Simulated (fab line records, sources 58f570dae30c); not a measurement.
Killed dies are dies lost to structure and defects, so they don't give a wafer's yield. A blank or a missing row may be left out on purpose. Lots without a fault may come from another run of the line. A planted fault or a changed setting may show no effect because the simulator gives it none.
A struck lot beside a sound one | flow berkeley_cmos170 | 26 steps out of a route of 331
Sound: wafers L388.2, L388.3, L388.6. Struck: wafers L387.2, L387.5, L387.6. The cause comes at the end.
At each step with rows: each side's tool, then ch and its chambers, then its first start. Under that, the readings that differ: sound wafers | struck wafers | difference of the means | sigmas: that difference in standard deviations of wafers without a fault.
alike: readings whose means differ by less than 2 such deviations, and words and numbers that are the same on both sides. not compared: withheld readings, readings that some wafer has no value for, bounds like >300 that may hide the same value, and numbers for which the record gives no deviation and whose values overlap.
The two part at a step that has a row with sigmas, a row that says differs or no value, or rows on one side only. Numbers that don't overlap but have no deviation are shown without sigmas and don't part them. A reading that every wafer of one side lacks parts them only if that side has two wafers or more.

first, 3 steps without rows for these wafers: UCB170_M1_EXPOSE_06 (exposes mask METAL1, target cd 700 nm); UCB170_M1_PEB_07; UCB170_M1_DEVELOP_08 (develop time 45 s).
UCB170_M1_CD_MEAS_09: target cd 700 nm.
  sound on cd_sem-01, day 9 14:28; struck on cd_sem-02, day 9 11:33
  alike: cd_nm
UCB170_M1_OVL_MEAS_10:
  sound on overlay-01, day 9 14:34; struck on overlay-02, day 9 11:40
  alike: M1_OVL
UCB170_M1_ETCH_11: etches BARC in N2/H2.
  sound on rie_diel-04 ch 0,1,2, day 9 14:36; struck on rie_diel-04 ch 0,1,3, day 9 11:41
  alike: drypump_motor_current_A, n2_flow_sccm, oes_product_au, rf_fwd_power_W, throttle_valve_pct
UCB170_M1_METAL_ETCH_12: etches Al in Cl2/BCl3, stops on PSG, target depth 780 nm, time 130 s.
  sound on rie_metal-03 ch 0, day 9 14:38; struck on rie_metal-02 ch 0,1, day 9 11:44
  alike: drypump_motor_current_A, mfc_cl2_sccm, oes_product_au, rf_fwd_power_W, throttle_valve_pct
  not compared: rf_hours_counter_h
UCB170_M1_STRIP_13: strips in O2.
  sound on plasma_asher-03 ch 1, day 9 14:47; struck on plasma_asher-01 ch 0,1, day 9 11:52
  alike: drypump_motor_current_A, oes_product_au
  not compared: rf_hours_counter_h
UCB170_M1_CD_MEAS_90: target cd 700 nm.
  sound on cd_sem-01, day 9 14:54; struck on cd_sem-01, day 9 11:59
  alike: cd_nm
then, 1 step without rows for these wafers: UCB170_M1_ANNEAL_14 (time 1200 s).
UCB170_V1_CVD_00: deposits SiO2 from TEOS/O2, target thk 2000 nm, time 250 s.
  sound on pecvd-03 ch 0,2, day 9 19:07; struck on pecvd-02 ch 1,2, day 9 14:52
  alike: heater_power_w, rf_fwd_power_W
UCB170_V1_THK_MEAS_01:
  sound on film_metro-04, day 9 19:17; struck on film_metro-03, day 9 15:02
  alike: V1_TEOS_THK
UCB170_V1_CMP_02: polishes SiO2.
  sound on cmp-02 ch 1,3, day 9 19:23; struck on cmp-01 ch 0,2,3, day 9 15:14
  no value came back on the struck wafers for edge_zone_pressure_frac, head_pressure_psi (psi), motor_current_A (A); on the sound wafers edge_zone_pressure_frac reads 1.001 1.003 1.007
  reading                             | sound             | struck         | difference | sigmas
  model.SiO2_of_V1_CVD_00.thk_nm (nm) | 999.3 999.2 999.8 | 1985 2023 2000 | +1003      |
UCB170_V1_BOW_MEAS_03:
  sound on film_metro-01, day 9 19:40; struck on film_metro-03, day 9 15:25
  reading     | sound    | struck   | difference | sigmas
  V1_BOW (um) | 20 23 10 | 39 42 37 | +22        | +4
UCB170_V1_THK_MEAS_04:
  sound on film_metro-01, day 9 19:46; struck on film_metro-03, day 9 15:31
  reading              | sound             | struck               | difference | sigmas
  V1_POLISHED_THK (nm) | 999.1 999.5 999.4 | 1984.6 2024.0 1999.0 | +1003.2    | +99 or more
then, 7 steps without rows for these wafers: UCB170_V1_CLEAN_05 (cleans in DIW); UCB170_V1_HMDS_06 (prime time 60 s); UCB170_V1_COAT_07 (resist thk 900 nm); UCB170_V1_SOFTBAKE_08 (time 60 s); UCB170_V1_EXPOSE_09 (exposes mask VIA1, target cd 700 nm); UCB170_V1_PEB_10; UCB170_V1_DEVELOP_11 (develop time 45 s).
UCB170_V1_CD_MEAS_12: target cd 700 nm.
  sound on cd_sem-02, day 9 21:38; struck on cd_sem-02, day 9 16:49
  alike: cd_nm
UCB170_V1_OVL_MEAS_13:
  sound on overlay-01, day 9 21:44; struck on overlay-02, day 9 16:55
  reading     | sound | struck   | difference | sigmas
  V1_OVL (nm) | 8 8 3 | -3 -8 -7 | -12        | -2
UCB170_V1_ETCH_14: etches SiO2 in CHF3/CF4/Ar, stops on Al, target depth 1250 nm, time 291 s.
  sound on rie_diel-03 ch 1,3, day 9 21:46; struck on rie_diel-04 ch 1,2, day 9 16:56
  reading                        | sound             | struck            | difference | sigmas
  oes_product_au (a.u.)          | 0.852 0.881 0.883 | 1.642 1.643 1.635 | +0.768     | +48
  model.etch.depth_nm (nm)       | 999.3 999.2 999.8 | 1236 1234 1261    | +244       |
  model.V1.feature_depth_nm (nm) | 999.3 999.9 1000  | 1236 1234 1261    | +244       |
  alike: drypump_motor_current_A, rf_fwd_power_W, throttle_valve_pct
  not compared: rf_hours_counter_h
UCB170_V1_STRIP_15: strips in O2.
  sound on plasma_asher-03 ch 0,1, day 9 21:56; struck on plasma_asher-04 ch 0,1, day 9 17:07
  alike: drypump_motor_current_A, oes_product_au, strip_time_to_endpoint_s
  not compared: rf_hours_counter_h

WHERE THEY PART
First at UCB170_V1_CMP_02; last, within this record, at UCB170_V1_ETCH_14. Later steps at which nothing parts them and some readings are alike: UCB170_V1_STRIP_15.

WHY: what the simulator had put in
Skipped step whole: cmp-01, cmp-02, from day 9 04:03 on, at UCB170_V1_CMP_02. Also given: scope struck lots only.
